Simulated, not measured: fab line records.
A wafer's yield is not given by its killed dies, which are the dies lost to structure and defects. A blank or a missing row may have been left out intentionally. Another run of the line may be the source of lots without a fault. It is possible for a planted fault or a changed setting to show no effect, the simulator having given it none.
Which of the tools did it? :: flow berkeley cmos170 :: 21 wafers from 7 lots sampled at 4 of the route's 331 steps

== WHAT EACH GAUGE READ, for each wafer ==
UCB170_V1_CD_MEAS_90: target cd 700 nm.
lot: L440
measured: day 8 23:29
on: cd sem-01
cd nm (nm): 697.1 696.3 697.8

lot: L439
measured: day 9 10:50
on: cd sem-02
cd nm (nm): 701.4 699.3 699.8

lot: L446
measured: day 10 03:32
on: cd sem-01
cd nm (nm): 697.7 696.2 698.8

lot: L447
measured: day 10 10:01
on: cd sem-01
cd nm (nm): 698.2 696.7 699.0

lot: L456
measured: day 12 17:58
on: cd sem-01
cd nm (nm): - - -

lot: L459
measured: day 14 00:10
on: cd sem-01
cd nm (nm): 699.1 700.0 699.7

lot: L460
measured: day 14 17:43
on: cd sem-01
cd nm (nm): 700.7 700.5 699.6

== WHICH TOOL RAN EACH LOT (tool, then ch and the chambers of the sampled wafers, then the start) ==
lot: L440
UCB170_GATE_ETCH_15: rie si-02 ch 0,3, day 7 16:35
UCB170_CONTACT_STRIP_19: plasma asher-04 ch 0,1, day 8 16:03
UCB170_V1_CVD_00: pecvd-03 ch 0,1, day 8 19:25

lot: L439
UCB170_GATE_ETCH_15: rie si-01 ch 0,1,2, day 8 05:58
UCB170_CONTACT_STRIP_19: plasma asher-04 ch 0,1, day 9 04:54
UCB170_V1_CVD_00: pecvd-03 ch 0,2, day 9 08:32

lot: L446
UCB170_GATE_ETCH_15: rie si-01 ch 0,3, day 8 19:18
UCB170_CONTACT_STRIP_19: plasma asher-03 ch 0,1, day 9 16:17
UCB170_V1_CVD_00: pecvd-03 ch 0,1,2, day 9 21:07

lot: L447
UCB170_GATE_ETCH_15: rie si-01 ch 0,2,3, day 9 05:08
UCB170_CONTACT_STRIP_19: plasma asher-03 ch 0,1, day 10 03:15
UCB170_V1_CVD_00: pecvd-04 ch 0,2, day 10 07:27

lot: L456
UCB170_GATE_ETCH_15: rie si-02 ch 1,2,3, day 10 22:19
UCB170_CONTACT_STRIP_19: plasma asher-04 ch 0,1, day 12 09:35
UCB170_V1_CVD_00: pecvd-03 ch 0,1,2, day 12 14:04

lot: L459
UCB170_GATE_ETCH_15: rie si-02 ch 0,1, day 12 11:10
UCB170_CONTACT_STRIP_19: plasma asher-04 ch 0,1, day 13 14:58
UCB170_V1_CVD_00: pecvd-04 ch 0,1,2, day 13 19:25

lot: L460
UCB170_GATE_ETCH_15: rie si-02 ch 1,2,3, day 13 03:06
UCB170_CONTACT_STRIP_19: plasma asher-04 ch 0,1, day 14 08:44
UCB170_V1_CVD_00: pecvd-03 ch 0,2, day 14 12:15
- UCB170_GATE_ETCH_15: etches poly-Si in HBr/Cl2, stops on SiO2, time 56.3 s, target depth 278.2 nm.
- UCB170_CONTACT_STRIP_19: strips in O2.
- UCB170_V1_CVD_00: deposits SiO2 from TEOS/O2, target thk 2000 nm, time 250 s.

== THE ANSWER, worked out from the rows above alone ==
Rule: the usual values come from the lots themselves. Put in order of their means at a reading, lots are off if they are a third of the lots or fewer, leave a main group of 4 or more, and stand apart from it by a gap of 3 or more times the standard deviation of the main group's means; of several such gaps the widest counts. A main group is skipped when, at the precision printed for the reading in the tables above, its means are all equal. Also off: a lot with no number at a reading for which 4 or more lots have one. Any other lot the step has rows for is counted as sound.
Off at UCB170_V1_CD_MEAS_90 (cd nm): L456. Without a number there: L456. Mean 698.8 nm and standard deviation 1.3 in the main group.
A tool fits if, at a process step before that reading, it ran every lot that is off, and no sound lot after the first of them. The gauges at UCB170_V1_CD_MEAS_90 are tried like those tools. Of those tried, none fits.

== WHAT THE SIMULATOR HAD INSERTED ==
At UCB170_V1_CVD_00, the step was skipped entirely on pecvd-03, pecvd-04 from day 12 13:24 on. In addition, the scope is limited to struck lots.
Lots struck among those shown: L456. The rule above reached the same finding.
